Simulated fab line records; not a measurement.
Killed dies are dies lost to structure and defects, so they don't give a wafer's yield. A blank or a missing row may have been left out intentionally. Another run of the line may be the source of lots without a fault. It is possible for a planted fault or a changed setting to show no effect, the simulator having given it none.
Which tool did it? || flow berkeley cmos170 || 42 wafers from 14 lots sampled at 5 of the route's 331 steps

WHAT THE GAUGES SHOWED, per wafer
UCB170_GATE_OVL_MEAS_13. Usual: GATE_OVL gives -2 nm (standard deviation 5.6).
{"lot": "L376", "measured": "day 6 17:46", "on": "overlay-02", "GATE_OVL (nm)": "-1 1 0", "flag": ""}
{"lot": "L378", "measured": "day 7 00:18", "on": "overlay-01", "GATE_OVL (nm)": "0 0 -9", "flag": ""}
{"lot": "L379", "measured": "day 7 00:32", "on": "overlay-02", "GATE_OVL (nm)": "0 -5 -7", "flag": ""}
{"lot": "L377", "measured": "day 7 00:47", "on": "overlay-01", "GATE_OVL (nm)": "1 7 5", "flag": ""}
{"lot": "L382", "measured": "day 7 21:56", "on": "overlay-01", "GATE_OVL (nm)": "-6 -5 -3", "flag": ""}
{"lot": "L380", "measured": "day 7 22:14", "on": "overlay-01", "GATE_OVL (nm)": "-1 -4 -2", "flag": ""}
{"lot": "L386", "measured": "day 8 09:01", "on": "overlay-01", "GATE_OVL (nm)": "-3 -2 -1", "flag": ""}
{"lot": "L384", "measured": "day 8 09:16", "on": "overlay-02", "GATE_OVL (nm)": "-3 -6 -3", "flag": ""}
{"lot": "L383", "measured": "day 8 09:31", "on": "overlay-01", "GATE_OVL (nm)": "6 8 1", "flag": ""}
{"lot": "L385", "measured": "day 8 09:33", "on": "overlay-02", "GATE_OVL (nm)": "-2 4 -8", "flag": ""}
{"lot": "L389", "measured": "day 9 09:52", "on": "overlay-01", "GATE_OVL (nm)": "1 2 4", "flag": ""}
{"lot": "L391", "measured": "day 9 10:10", "on": "overlay-01", "GATE_OVL (nm)": "5 1 2", "flag": ""}
{"lot": "L396", "measured": "day 10 22:29", "on": "overlay-01", "GATE_OVL (nm)": "5 6 4", "flag": ""}
{"lot": "L397", "measured": "day 10 22:36", "on": "overlay-01", "GATE_OVL (nm)": "6 1 4", "flag": ""}

UCB170_SPACER_THK_MEAS_01. Usual: SPACER_TEOS_THK gives 374 nm (standard deviation 4.6).
{"lot": "L376", "measured": "day 6 22:50", "on": "film metro-03", "SPACER_TEOS_THK (nm)": "363 368 377", "flag": ""}
{"lot": "L378", "measured": "day 7 07:12", "on": "film metro-01", "SPACER_TEOS_THK (nm)": "376 381 383", "flag": ""}
{"lot": "L379", "measured": "day 7 08:11", "on": "film metro-03", "SPACER_TEOS_THK (nm)": "373 381 380", "flag": ""}
{"lot": "L377", "measured": "day 7 07:56", "on": "film metro-02", "SPACER_TEOS_THK (nm)": "365 376 372", "flag": ""}
{"lot": "L382", "measured": "day 8 02:43", "on": "film metro-03", "SPACER_TEOS_THK (nm)": "370 367 375", "flag": ""}
{"lot": "L380", "measured": "day 8 03:08", "on": "film metro-02", "SPACER_TEOS_THK (nm)": "370 380 379", "flag": ""}
{"lot": "L386", "measured": "day 8 14:08", "on": "film metro-01", "SPACER_TEOS_THK (nm)": "374 373 378", "flag": ""}
{"lot": "L384", "measured": "day 8 14:38", "on": "film metro-02", "SPACER_TEOS_THK (nm)": "372 375 384", "flag": ""}
{"lot": "L383", "measured": "day 8 15:10", "on": "film metro-02", "SPACER_TEOS_THK (nm)": "371 372 375", "flag": ""}
{"lot": "L385", "measured": "day 8 15:10", "on": "film metro-01", "SPACER_TEOS_THK (nm)": "372 375 377", "flag": ""}
{"lot": "L389", "measured": "day 9 17:08", "on": "film metro-02", "SPACER_TEOS_THK (nm)": "367 374 380", "flag": ""}
{"lot": "L391", "measured": "day 9 17:25", "on": "film metro-01", "SPACER_TEOS_THK (nm)": "371 379 374", "flag": ""}
{"lot": "L396", "measured": "day 11 04:32", "on": "film metro-01", "SPACER_TEOS_THK (nm)": "419 419 411", "flag": "OFF"}
{"lot": "L397", "measured": "day 11 05:43", "on": "film metro-03", "SPACER_TEOS_THK (nm)": "410 418 424", "flag": "OFF"}

UCB170_V1_BOW_MEAS_03. Usual: V1_BOW gives 19 um (standard deviation 7).
{"lot": "L376", "measured": "day 7 19:48", "on": "film metro-01", "V1_BOW (um)": "15 23 20", "flag": ""}
{"lot": "L378", "measured": "day 8 06:39", "on": "film metro-01", "V1_BOW (um)": "19 31 24", "flag": ""}
{"lot": "L379", "measured": "day 8 05:17", "on": "film metro-02", "V1_BOW (um)": "7 17 22", "flag": ""}
{"lot": "L377", "measured": "day 8 06:43", "on": "film metro-02", "V1_BOW (um)": "16 31 25", "flag": ""}
{"lot": "L382", "measured": "day 9 01:36", "on": "film metro-03", "V1_BOW (um)": "12 12 3", "flag": ""}
{"lot": "L380", "measured": "day 9 01:35", "on": "film metro-02", "V1_BOW (um)": "17 10 17", "flag": ""}
{"lot": "L386", "measured": "day 9 09:02", "on": "film metro-01", "V1_BOW (um)": "21 9 17", "flag": ""}
{"lot": "L384", "measured": "day 9 10:22", "on": "film metro-01", "V1_BOW (um)": "20 22 10", "flag": ""}
{"lot": "L383", "measured": "day 9 11:44", "on": "film metro-02", "V1_BOW (um)": "26 14 10", "flag": ""}
{"lot": "L385", "measured": "day 9 11:43", "on": "film metro-01", "V1_BOW (um)": "17 17 28", "flag": ""}
{"lot": "L389", "measured": "day 10 20:19", "on": "film metro-01", "V1_BOW (um)": "14 15 17", "flag": ""}
{"lot": "L391", "measured": "day 10 14:21", "on": "film metro-01", "V1_BOW (um)": "9 16 10", "flag": ""}
{"lot": "L396", "measured": "day 12 02:21", "on": "film metro-03", "V1_BOW (um)": "14 40 31", "flag": ""}
{"lot": "L397", "measured": "day 12 03:40", "on": "film metro-01", "V1_BOW (um)": "26 12 9", "flag": ""}

TOOL THAT RAN EACH LOT (tool first, then ch and the chambers of the sampled wafers, then the start)
{"lot": "L376", "UCB170_SPACER_CVD_00": "pecvd-03 ch 0,1, day 6 22:47", "UCB170_SPACER_ETCHBACK_03": "rie diel-02 ch 0,1, day 7 03:11"}
{"lot": "L378", "UCB170_SPACER_CVD_00": "pecvd-02 ch 1,2, day 7 07:08", "UCB170_SPACER_ETCHBACK_03": "rie diel-02 ch 1,3, day 7 11:17"}
{"lot": "L379", "UCB170_SPACER_CVD_00": "pecvd-02 ch 0,1,2, day 7 08:09", "UCB170_SPACER_ETCHBACK_03": "rie diel-01 ch 1,2, day 7 11:17"}
{"lot": "L377", "UCB170_SPACER_CVD_00": "pecvd-03 ch 1,2, day 7 07:53", "UCB170_SPACER_ETCHBACK_03": "rie diel-03 ch 2,3, day 7 11:17"}
{"lot": "L382", "UCB170_SPACER_CVD_00": "pecvd-03 ch 0,1, day 8 02:39", "UCB170_SPACER_ETCHBACK_03": "rie diel-01 ch 0,2,3, day 8 08:21"}
{"lot": "L380", "UCB170_SPACER_CVD_00": "pecvd-04 ch 0,1,2, day 8 03:06", "UCB170_SPACER_ETCHBACK_03": "rie diel-02 ch 1,3, day 8 08:21"}
{"lot": "L386", "UCB170_SPACER_CVD_00": "pecvd-03 ch 0,1,2, day 8 14:05", "UCB170_SPACER_ETCHBACK_03": "rie diel-01 ch 0,2, day 8 18:41"}
{"lot": "L384", "UCB170_SPACER_CVD_00": "pecvd-02 ch 0,1,2, day 8 14:35", "UCB170_SPACER_ETCHBACK_03": "rie diel-02 ch 0,2,3, day 8 18:41"}
{"lot": "L383", "UCB170_SPACER_CVD_00": "pecvd-04 ch 1, day 8 15:07", "UCB170_SPACER_ETCHBACK_03": "rie diel-01 ch 0,3, day 8 18:45"}
{"lot": "L385", "UCB170_SPACER_CVD_00": "pecvd-03 ch 0,2, day 8 15:07", "UCB170_SPACER_ETCHBACK_03": "rie diel-03 ch 2,3, day 8 18:41"}
{"lot": "L389", "UCB170_SPACER_CVD_00": "pecvd-04 ch 0,1,2, day 9 17:05", "UCB170_SPACER_ETCHBACK_03": "rie diel-03 ch 0,1,3, day 9 21:53"}
{"lot": "L391", "UCB170_SPACER_CVD_00": "pecvd-03 ch 0,1,2, day 9 17:22", "UCB170_SPACER_ETCHBACK_03": "rie diel-02 ch 1,2, day 9 21:53"}
{"lot": "L396", "UCB170_SPACER_CVD_00": "pecvd-02 ch 0,1,2, day 11 04:28", "UCB170_SPACER_ETCHBACK_03": "rie diel-01 ch 0,2, day 11 12:38"}
{"lot": "L397", "UCB170_SPACER_CVD_00": "pecvd-02 ch 0,2, day 11 05:40", "UCB170_SPACER_ETCHBACK_03": "rie diel-02 ch 1,2,3, day 11 12:38"}
- UCB170_SPACER_CVD_00: deposits SiO2 from TEOS/O2, target thk 376 nm, time 47 s.
- UCB170_SPACER_ETCHBACK_03: etches SiO2 in CHF3/CF4/Ar, stops on Si, target depth 376 nm, time 100 s.

AS READ BY THE TOOLS THEMSELVES (means over the sampled wafers that have a number; for cases with no such wafer, the mark the record gives instead)
UCB170_SPACER_CVD_00. Usual: heater power w 266 W, standard deviation 51.
{"lot": "L376", "tool": "pecvd-03", "heater power w (W)": 251, "flag": ""}
{"lot": "L378", "tool": "pecvd-02", "heater power w (W)": 338, "flag": ""}
{"lot": "L379", "tool": "pecvd-02", "heater power w (W)": 294, "flag": ""}
{"lot": "L377", "tool": "pecvd-03", "heater power w (W)": 270, "flag": ""}
{"lot": "L382", "tool": "pecvd-03", "heater power w (W)": 237, "flag": ""}
{"lot": "L380", "tool": "pecvd-04", "heater power w (W)": 241, "flag": ""}
{"lot": "L386", "tool": "pecvd-03", "heater power w (W)": 244, "flag": ""}
{"lot": "L384", "tool": "pecvd-02", "heater power w (W)": 296, "flag": ""}
{"lot": "L383", "tool": "pecvd-04", "heater power w (W)": 336, "flag": ""}
{"lot": "L385", "tool": "pecvd-03", "heater power w (W)": 218, "flag": ""}
{"lot": "L389", "tool": "pecvd-04", "heater power w (W)": 266, "flag": ""}
{"lot": "L391", "tool": "pecvd-03", "heater power w (W)": 245, "flag": ""}
{"lot": "L396", "tool": "pecvd-02", "heater power w (W)": 291, "flag": ""}
{"lot": "L397", "tool": "pecvd-02", "heater power w (W)": 254, "flag": ""}

UCB170_SPACER_ETCHBACK_03. Usual: chamber pressure mTorr 199.99 mTorr, standard deviation 0.17; drypump motor current A 5.8 A, standard deviation 0.4; oes product au 0.893 a.u., standard deviation 0.02; throttle valve pct 6.41 %, standard deviation 0.097.
{"lot": "L376", "tool": "rie diel-02", "chamber pressure mTorr (mTorr)": 199.86, "drypump motor current A (A)": 5.8, "oes product au (a.u.)": 0.896, "throttle valve pct (%)": 6.39, "flag": ""}
{"lot": "L378", "tool": "rie diel-02", "chamber pressure mTorr (mTorr)": 199.92, "drypump motor current A (A)": 5.6, "oes product au (a.u.)": 0.905, "throttle valve pct (%)": 6.41, "flag": ""}
{"lot": "L379", "tool": "rie diel-01", "chamber pressure mTorr (mTorr)": 199.91, "drypump motor current A (A)": 5.8, "oes product au (a.u.)": 0.885, "throttle valve pct (%)": 6.34, "flag": ""}
{"lot": "L377", "tool": "rie diel-03", "chamber pressure mTorr (mTorr)": 199.89, "drypump motor current A (A)": 5.9, "oes product au (a.u.)": 0.901, "throttle valve pct (%)": 6.36, "flag": ""}
{"lot": "L382", "tool": "rie diel-01", "chamber pressure mTorr (mTorr)": 199.96, "drypump motor current A (A)": 6.2, "oes product au (a.u.)": 0.874, "throttle valve pct (%)": 6.46, "flag": ""}
{"lot": "L380", "tool": "rie diel-02", "chamber pressure mTorr (mTorr)": 200.05, "drypump motor current A (A)": 5.5, "oes product au (a.u.)": 0.895, "throttle valve pct (%)": 6.42, "flag": ""}
{"lot": "L386", "tool": "rie diel-01", "chamber pressure mTorr (mTorr)": 200.00, "drypump motor current A (A)": 6.4, "oes product au (a.u.)": 0.880, "throttle valve pct (%)": 6.47, "flag": ""}
{"lot": "L384", "tool": "rie diel-02", "chamber pressure mTorr (mTorr)": 200.00, "drypump motor current A (A)": 5.8, "oes product au (a.u.)": 0.905, "throttle valve pct (%)": 6.41, "flag": ""}
{"lot": "L383", "tool": "rie diel-01", "chamber pressure mTorr (mTorr)": 199.97, "drypump motor current A (A)": 6.1, "oes product au (a.u.)": 0.878, "throttle valve pct (%)": 6.51, "flag": ""}
{"lot": "L385", "tool": "rie diel-03", "chamber pressure mTorr (mTorr)": 199.86, "drypump motor current A (A)": 5.8, "oes product au (a.u.)": 0.902, "throttle valve pct (%)": 6.42, "flag": ""}
{"lot": "L389", "tool": "rie diel-03", "chamber pressure mTorr (mTorr)": 199.84, "drypump motor current A (A)": 5.7, "oes product au (a.u.)": 0.889, "throttle valve pct (%)": 6.40, "flag": ""}
{"lot": "L391", "tool": "rie diel-02", "chamber pressure mTorr (mTorr)": 200.04, "drypump motor current A (A)": 5.5, "oes product au (a.u.)": 0.903, "throttle valve pct (%)": 6.56, "flag": ""}
{"lot": "L396", "tool": "rie diel-01", "chamber pressure mTorr (mTorr)": 200.03, "drypump motor current A (A)": 6.2, "oes product au (a.u.)": 0.944, "throttle valve pct (%)": 6.42, "flag": ""}
{"lot": "L397", "tool": "rie diel-02", "chamber pressure mTorr (mTorr)": 200.04, "drypump motor current A (A)": 5.5, "oes product au (a.u.)": 0.969, "throttle valve pct (%)": 6.48, "flag": "OFF"}

THE ANSWER, worked out from the rows above alone
Rule: a lot is off if the mean of its wafers that have a number lies more than 3 standard deviations from the usual mean. Also off: a lot with no number at a reading for which 4 or more lots have one. Any other lot the step has rows for is counted as sound. The gauges are gone through in route order, then the tools' own readings, and for those a lot's mean is taken as printed above. At the first step where some lot is off, the reading lying furthest off is the one used; lots without a number count as furthest.
Off: L396, L397, at UCB170_SPACER_THK_MEAS_01 (SPACER_TEOS_THK).
If a tool, at a process step before that reading, ran all the lots that are off and no sound lot after the first of them, it fits. Those tools and the gauges at UCB170_SPACER_THK_MEAS_01 are tried in the same way. One fits: pecvd-02 at UCB170_SPACER_CVD_00. Its last sound lot is L384 (day 8 14:35), its first lot that is off L396 (day 11 04:28): a fault that began between those two fits.

WHAT THE SIMULATOR HAD PUT IN
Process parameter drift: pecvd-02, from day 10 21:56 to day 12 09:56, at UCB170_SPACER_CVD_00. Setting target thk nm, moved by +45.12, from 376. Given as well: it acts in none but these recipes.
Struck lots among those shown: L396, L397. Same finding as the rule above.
